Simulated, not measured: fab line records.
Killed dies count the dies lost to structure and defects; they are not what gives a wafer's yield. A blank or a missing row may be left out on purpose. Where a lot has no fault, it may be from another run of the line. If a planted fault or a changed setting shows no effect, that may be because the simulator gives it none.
A struck lot beside a sound one ; flow berkeley_cmos170 ; 16 steps out of a route of 331
Sound: these wafers, L245.1, L245.4, L245.5. Struck: wafers L260.3, L260.4, L260.6. The cause is named last.
Per side, at each step with rows, come the tool, then ch with its chambers, and then its first start. Under that, the readings that differ: sound wafers ; struck wafers ; difference of the means ; sigmas: that difference in standard deviations of wafers without a fault.
alike: a reading whose means differ by less than 2 such deviations, as well as words and numbers matching on both sides. not compared: withheld readings; readings where some wafer has no value; bounds like >300 that might hide an equal value; numbers whose values overlap and for which the record gives no deviation.
Wherever a step has rows on one side only, a row that says differs or no value, or a row with sigmas, the two part there. Non-overlapping numbers with no deviation appear without sigmas and do not part them. Lack of a reading on every wafer of one side parts them only where that side has two or more wafers.

first, 2 steps without rows for these wafers: UCB170_GATE_ANNEAL_03 (time 1800 s); UCB170_GATE_CVD_04 (deposits poly-Si from SiH4, time 1440 s, target thk 214 nm).
UCB170_GATE_THK_MEAS_05:
  sound on film_metro-01, day 6 03:34; struck on film_metro-01, day 8 23:44
  alike: GATE_POLY_THK
then, 6 steps without rows for these wafers: UCB170_GATE_COAT_06; UCB170_GATE_COAT_07 (resist thk 900 nm); UCB170_GATE_SOFTBAKE_08 (time 60 s); UCB170_GATE_EXPOSE_09 (exposes mask POLY, target cd 350 nm); UCB170_GATE_PEB_10; UCB170_GATE_DEVELOP_11 (develop time 45 s).
UCB170_GATE_CD_MEAS_12 targets a cd of 350 nm.
  sound on cd_sem-01, day 6 05:49; struck on cd_sem-02, day 9 00:52
  alike: cd_nm
UCB170_GATE_OVL_MEAS_13:
  sound on overlay-01, day 6 05:56; struck on overlay-02, day 9 00:58
  alike: GATE_OVL
UCB170_GATE_ETCH_14: etches BARC in N2/H2.
  sound on rie_diel-04 ch 0,2,3, day 6 05:59; struck on rie_diel-02 ch 1,3, day 9 00:59
  alike: bias_w, chamber_pressure_mTorr, drypump_motor_current_A, oes_product_au, throttle_valve_pct
UCB170_GATE_ETCH_15: etches poly-Si in HBr/Cl2, stops on SiO2, time 56.3 s, target depth 278.2 nm.
  sound on rie_si-02 ch 0,1, day 6 06:01; struck on rie_si-01 ch 0,1,2, day 9 01:02
  no value came back on the struck wafers for any of 5 readings (HBr_flow_sccm (sccm), bias_w (W) and others); on the sound wafers HBr_flow_sccm (sccm) reads 150.2 150.4 150.7
reading;sound;struck;difference;sigmas
model.KrF_of_GATE_COAT_07.thk_nm (nm);777.7 775.3 776.5;886.4 885.6 886.6;+109.7;
  not compared: rf_hours_counter_h
UCB170_GATE_STRIP_16: strips in O2.
  sound on plasma_asher-02 ch 0, day 6 06:04; struck on plasma_asher-04 ch 0,1, day 9 01:07
reading;sound;struck;difference;sigmas
oes_product_au (a.u.);0.732 0.733 0.730;0.717 0.719 0.728;-0.010;-2
  alike: drypump_motor_current_A
  not compared: rf_hours_counter_h
UCB170_GATE_CD_MEAS_90 targets a cd of 350 nm.
  sound on cd_sem-01, day 6 06:10; struck on cd_sem-02, day 9 01:13
reading;sound;struck;difference;sigmas
cd_nm (nm);349.2 348.6 348.2;- - -;no value on the struck wafers;
then, 1 step without rows for these wafers: UCB170_GATE_CLEAN_17 (cleans in SPM, time 600 s).

## WHERE THEY PART
First at UCB170_GATE_ETCH_15; last, within this record, at UCB170_GATE_CD_MEAS_90.

WHY: the cause the simulator had injected
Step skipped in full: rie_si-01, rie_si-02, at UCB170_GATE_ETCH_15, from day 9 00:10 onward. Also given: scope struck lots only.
